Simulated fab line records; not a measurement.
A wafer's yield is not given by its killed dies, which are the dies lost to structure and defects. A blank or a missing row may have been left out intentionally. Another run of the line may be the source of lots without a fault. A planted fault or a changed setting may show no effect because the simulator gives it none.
Struck lot and sound lot, side by side    flow rit_cmos    14 steps out of a route of 202
Sound: these wafers, L620.1, L620.2, L620.6. Wafers struck: L615.4, L615.5, L615.6. At the end, the cause is stated.
Per side, at each step with rows, come the tool, then ch with its chambers, and then its first start. Under that, the readings that differ: sound wafers    struck wafers    difference of the means    sigmas: that difference in standard deviations of wafers without a fault.
alike: words and numbers the same on both sides, and readings whose means are apart by under 2 such deviations; not compared: readings that were withheld, readings missing a value for some wafer, numbers with overlapping values and no deviation given by the record, and bounds like >300 which may hide the same value.
The two part at a step that has a row with sigmas, a row that says differs or no value, or rows on one side only. Non-overlapping numbers with no deviation appear without sigmas and do not part them. A reading missing from all wafers of one side parts the sides only when that side holds two or more wafers.

first, 2 steps without rows for these wafers: RIT_NWELL_PEB_04; RIT_NWELL_DEVELOP_05 (develop time 68 s).
RIT_NWELL_OVL_MEAS_06:
  sound on overlay-01, day 5 20:50; struck on overlay-02, day 4 18:24
  alike: NWELL_OVL
then, 2 steps without rows for these wafers: RIT_NWELL_HARDBAKE_07 (time 120 s); RIT_NWELL_IMPLANT_08.
RIT_NWELL_STRIP_09: strips in O2, time 180 s.
  sound on plasma_asher-03 ch 0,1, day 5 21:16; struck on plasma_asher-04 ch 0,1, day 4 18:53
  alike: drypump_motor_current_A
  not compared: rf_hours_counter_h
RIT_NWELL_TW_MEAS_10:
  sound on film_metro-01, day 5 21:26; struck on film_metro-01, day 4 19:02
  alike: NWELL_TW
then, 5 steps without rows for these wafers: RIT_PWELL_HMDS_00 (prime time 60 s); RIT_PWELL_COAT_01 (resist thk 1300 nm); RIT_PWELL_SOFTBAKE_02 (time 60 s); RIT_PWELL_EXPOSE_03 (exposes mask M3, target cd 43700 nm); RIT_PWELL_PEB_04.
RIT_PWELL_DEVELOP_05: develop time 68 s.
  struck on litho_track-03, day 4 19:00; sound on litho_track-04 ch 0, day 5 22:00
  no value came back on the struck wafers for chill_plate_temp_C (C), develop_time_s (s); on the sound wafers chill_plate_temp_C (C) reads 22.88 22.94 22.90
RIT_PWELL_OVL_MEAS_06:
  sound on overlay-02, day 5 22:30; struck on overlay-02, day 4 20:05
reading         sound        struck  difference                     sigmas
PWELL_OVL (nm)  0.7 1.9 3.6  - - -   no value on the struck wafers  

== WHERE THEY PART ==
First at RIT_PWELL_DEVELOP_05; last, within this record, at RIT_PWELL_OVL_MEAS_06.

WHY: the cause the simulator had injected
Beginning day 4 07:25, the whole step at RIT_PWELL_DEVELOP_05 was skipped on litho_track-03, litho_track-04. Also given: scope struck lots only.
